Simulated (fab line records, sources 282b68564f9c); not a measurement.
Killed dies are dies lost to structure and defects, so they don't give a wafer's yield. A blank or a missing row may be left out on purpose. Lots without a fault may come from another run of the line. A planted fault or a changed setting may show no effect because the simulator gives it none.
Tool commonality check | flow rit_cmos | 13 lots, 39 wafers sampled

WHY IT WAS OPENED
At RIT_GATE_CD_MEAS_16 the reading cd_nm is flagged on 1 of 13 lots. Wafers without a fault read 150.0 nm, standard deviation 1.9.
Rule: a lot is flagged when every wafer of it that has a number lies more than 4 standard deviations from that mean, or none has a number. The other lots count as sound.

lot  | measured    | on        | cd_nm (nm), wafer by wafer | flag
L807 | day 2 14:09 | cd_sem-01 | 150.8 150.0 149.5          |
L808 | day 2 18:38 | cd_sem-02 | 148.2 150.2 151.4          |
L810 | day 3 08:08 | cd_sem-01 | 196.5 194.8 194.7          | FLAGGED
L819 | day 5 02:27 | cd_sem-02 | 148.4 147.5 146.6          |
L820 | day 5 06:14 | cd_sem-01 | 149.8 149.7 151.8          |
L821 | day 5 10:49 | cd_sem-02 | 149.3 151.1 148.2          |
L822 | day 5 15:10 | cd_sem-01 | 154.9 151.8 153.4          |
L823 | day 5 19:53 | cd_sem-01 | 150.7 153.0 150.9          |
L824 | day 6 00:54 | cd_sem-01 | 150.0 148.9 148.0          |
L825 | day 6 06:46 | cd_sem-01 | 150.1 154.2 153.0          |
L826 | day 6 11:46 | cd_sem-02 | 147.4 147.4 149.9          |
L827 | day 6 17:04 | cd_sem-02 | 150.0 149.8 148.4          |
L830 | day 7 09:22 | cd_sem-01 | 148.9 149.4 149.2          |
The numbers of the flagged lots are 195.3 nm on average: +45.3 nm against the usual, or +24 standard deviations.

WHICH TOOL RAN EACH LOT
The record holds 1 process step before the reading, out of a route of 202 steps. In each cell: the tool, then ch and the chambers that the sampled wafers went through, then the start.
lot  | flag    | RIT_GATE_EXPOSE_13
L807 |         | iline_stepper-02 ch 0, day 2 13:45
L808 |         | iline_stepper-02 ch 0, day 2 18:14
L810 | FLAGGED | iline_stepper-01 ch 0, day 3 07:34
L819 |         | iline_stepper-01 ch 0, day 5 02:03
L820 |         | iline_stepper-01 ch 0, day 5 05:48
L821 |         | iline_stepper-02 ch 0, day 5 10:25
L822 |         | iline_stepper-01 ch 0, day 5 14:41
L823 |         | iline_stepper-02 ch 0, day 5 19:28
L824 |         | iline_stepper-01 ch 0, day 6 00:30
L825 |         | iline_stepper-01 ch 0, day 6 06:22
L826 |         | iline_stepper-01 ch 0, day 6 11:14
L827 |         | iline_stepper-02 ch 0, day 6 16:40
L830 |         | iline_stepper-01 ch 0, day 7 08:58
What these steps do:
- RIT_GATE_EXPOSE_13: exposes mask M6, target cd 150 nm.
- RIT_GATE_CD_MEAS_16: target cd 150 nm.

FLAGGED OVER TOTAL, TOOL BY TOOL (the gauges that took the reading come last)
step                | tool             | lots run | flagged | share of the flagged lots | sound lots run after its first flagged lot
RIT_GATE_EXPOSE_13  | iline_stepper-01 | 8        | 1       | all                       | 7 (L819,L820,L822,L824,L825,L826,L830)
RIT_GATE_EXPOSE_13  | iline_stepper-02 | 5        | 0       | none                      | -
RIT_GATE_CD_MEAS_16 | cd_sem-01        | 8        | 1       | all                       | 6 (L820,L822,L823,L824,L825,L830)
RIT_GATE_CD_MEAS_16 | cd_sem-02        | 5        | 0       | none                      | -

WHAT THE TABLE ALLOWS
2 rows of the table ran every flagged lot: iline_stepper-01 at RIT_GATE_EXPOSE_13, cd_sem-01 at RIT_GATE_CD_MEAS_16.
- iline_stepper-01 at RIT_GATE_EXPOSE_13: 1 of its 8 lots flagged. Sound lots ran on it after the first flagged one (L819, L820, L822, L824, L825, L826, L830), which a lasting fault on the whole tool wouldn't allow.
- cd_sem-01 at RIT_GATE_CD_MEAS_16: 1 of its 8 lots flagged. Sound lots ran on it after the first flagged one (L820, L822, L823, L824, L825, L830), which a lasting fault on the whole tool wouldn't allow.
No row of the table ran every flagged lot and no sound lot after the first.

WHAT THE SIMULATOR HAD PUT IN
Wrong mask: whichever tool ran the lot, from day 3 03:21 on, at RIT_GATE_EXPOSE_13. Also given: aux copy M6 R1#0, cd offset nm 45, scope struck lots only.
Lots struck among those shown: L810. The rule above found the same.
